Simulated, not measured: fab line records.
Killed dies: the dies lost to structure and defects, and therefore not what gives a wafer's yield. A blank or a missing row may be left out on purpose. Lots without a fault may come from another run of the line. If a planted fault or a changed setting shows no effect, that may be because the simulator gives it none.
The tool behind it: which one? | flow berkeley_cmos170 | Sampling: 14 lots, 42 wafers, 2 of 331 route steps

== WHAT EACH GAUGE READ, for each wafer ==
UCB170_SDANNEAL_RS_MEAS_05: a four-point-probe measurement.
lot  | measured     | on            | NLDD_RS (ohm/sq)
L437 | day 8 07:06  | film_metro-04 | 616.7 617.0 617.0
L440 | day 8 18:10  | film_metro-04 | 616.0 617.0 615.6
L438 | day 8 18:19  | film_metro-02 | 615.6 614.1 614.9
L441 | day 8 18:10  | film_metro-01 | 616.5 616.0 615.2
L439 | day 8 19:10  | film_metro-02 | 614.0 612.8 614.5
L443 | day 8 19:13  | film_metro-01 | 617.2 617.0 617.7
L442 | day 8 18:41  | film_metro-01 | 616.2 616.7 617.2
L444 | day 9 08:32  | film_metro-02 | 614.8 613.9 614.3
L446 | day 10 04:50 | film_metro-01 | 614.3 614.1 614.8
L450 | day 10 16:11 | film_metro-04 | 614.9 615.8 614.9
L449 | day 10 16:47 | film_metro-02 | 614.3 614.2 613.8
L454 | day 11 17:46 | film_metro-01 | 610.1 609.7 609.8
L457 | day 12 23:11 | film_metro-04 | 614.9 618.2 616.0
L459 | day 13 03:50 | film_metro-04 | 607.5 609.6 609.0

== EACH LOT AND THE TOOL THAT RAN IT (in order: tool; ch and the chambers of the sampled wafers; start) ==
lot  | UCB170_NLDD_IMPLANT_09
L437 | implanter-02 ch 0, day 7 15:01
L440 | implanter-03 ch 0, day 8 03:30
L438 | implanter-01 ch 0, day 8 03:46
L441 | implanter-03 ch 0, day 8 03:48
L439 | implanter-02 ch 0, day 8 04:04
L443 | implanter-02 ch 0, day 8 04:23
L442 | implanter-01 ch 0, day 8 04:25
L444 | implanter-02 ch 0, day 8 19:17
L446 | implanter-02 ch 0, day 9 15:32
L450 | implanter-03 ch 0, day 10 03:27
L449 | implanter-02 ch 0, day 10 04:25
L454 | implanter-02 ch 0, day 11 05:16
L457 | implanter-01 ch 0, day 12 09:00
L459 | implanter-02 ch 0, day 12 16:07
- UCB170_NLDD_IMPLANT_09

== WHAT THE TOOLS THEMSELVES READ (means of the sampled wafers that have a number; where no wafer has one, the mark that the record gives instead) ==
UCB170_NLDD_IMPLANT_09.
lot  | tool         | dose_ions_cm2 | faraday_current_uA
L437 | implanter-02 | 5.001e+13     | 158
L440 | implanter-03 | 4.997e+13     | 161
L438 | implanter-01 | 5.000e+13     | 157
L441 | implanter-03 | 5.002e+13     | 160
L439 | implanter-02 | 4.999e+13     | 157
L443 | implanter-02 | 5.003e+13     | 162
L442 | implanter-01 | 5.001e+13     | 160
L444 | implanter-02 | 4.996e+13     | 161
L446 | implanter-02 | 4.996e+13     | 158
L450 | implanter-03 | 4.998e+13     | 157
L449 | implanter-02 | 4.994e+13     | 159
L454 | implanter-02 | 5.114e+13     | 165
L457 | implanter-01 | 5.005e+13     | 160
L459 | implanter-02 | 5.113e+13     | 167

== THE ANSWER, worked out from the rows above alone ==
Rule: usual is defined by the lots themselves. Put in order of their means at a reading, lots are off if they are a third of the lots or fewer, leave a main group of 4 or more, and stand apart from it by a gap of 3 or more times the standard deviation of the main group's means; of several such gaps the widest counts. A main group is skipped when, at the precision printed for the reading in the tables above, its means are all equal. A lot without any number at a reading at which 4 lots or more have one is off too. The other lots that the step has rows for count as sound. Order of review: gauges by route order, followed by the tools' own readings, for which a lot's mean as printed above is used. At the first step where some lot is off, the reading lying furthest off is the one used; lots without a number count as furthest.
Off: at UCB170_SDANNEAL_RS_MEAS_05 (NLDD_RS), L454, L459. Main group: mean 615.5 ohm/sq, sd 1.2.
If a tool, at a process step before that reading, ran all the lots that are off and no sound lot after the first of them, it fits. Not tried: the gauges at UCB170_SDANNEAL_RS_MEAS_05; whatever is off there is also off at UCB170_NLDD_IMPLANT_09, on other tools, and gauge error can't account for it. One candidate fits, namely implanter-02 at UCB170_NLDD_IMPLANT_09. Its last sound lot is L449 (day 10 04:25), its first lot that is off L454 (day 11 05:16): a fault that began between those two fits.
The tool's own readings at UCB170_NLDD_IMPLANT_09 bear it out: on the lots that are off they differ by more than 5 times the standard deviation of the sound lots' means. dose_ions_cm2 reads 5.114e+13 there against 4.999e+13 on the sound lots.

== WHAT THE SIMULATOR HAD PUT IN ==
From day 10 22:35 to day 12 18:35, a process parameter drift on implanter-02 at UCB170_NLDD_IMPLANT_09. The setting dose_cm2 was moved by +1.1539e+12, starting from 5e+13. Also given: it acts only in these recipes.
Shown lots that were struck: L454, L459. This agrees with what the rule above found.
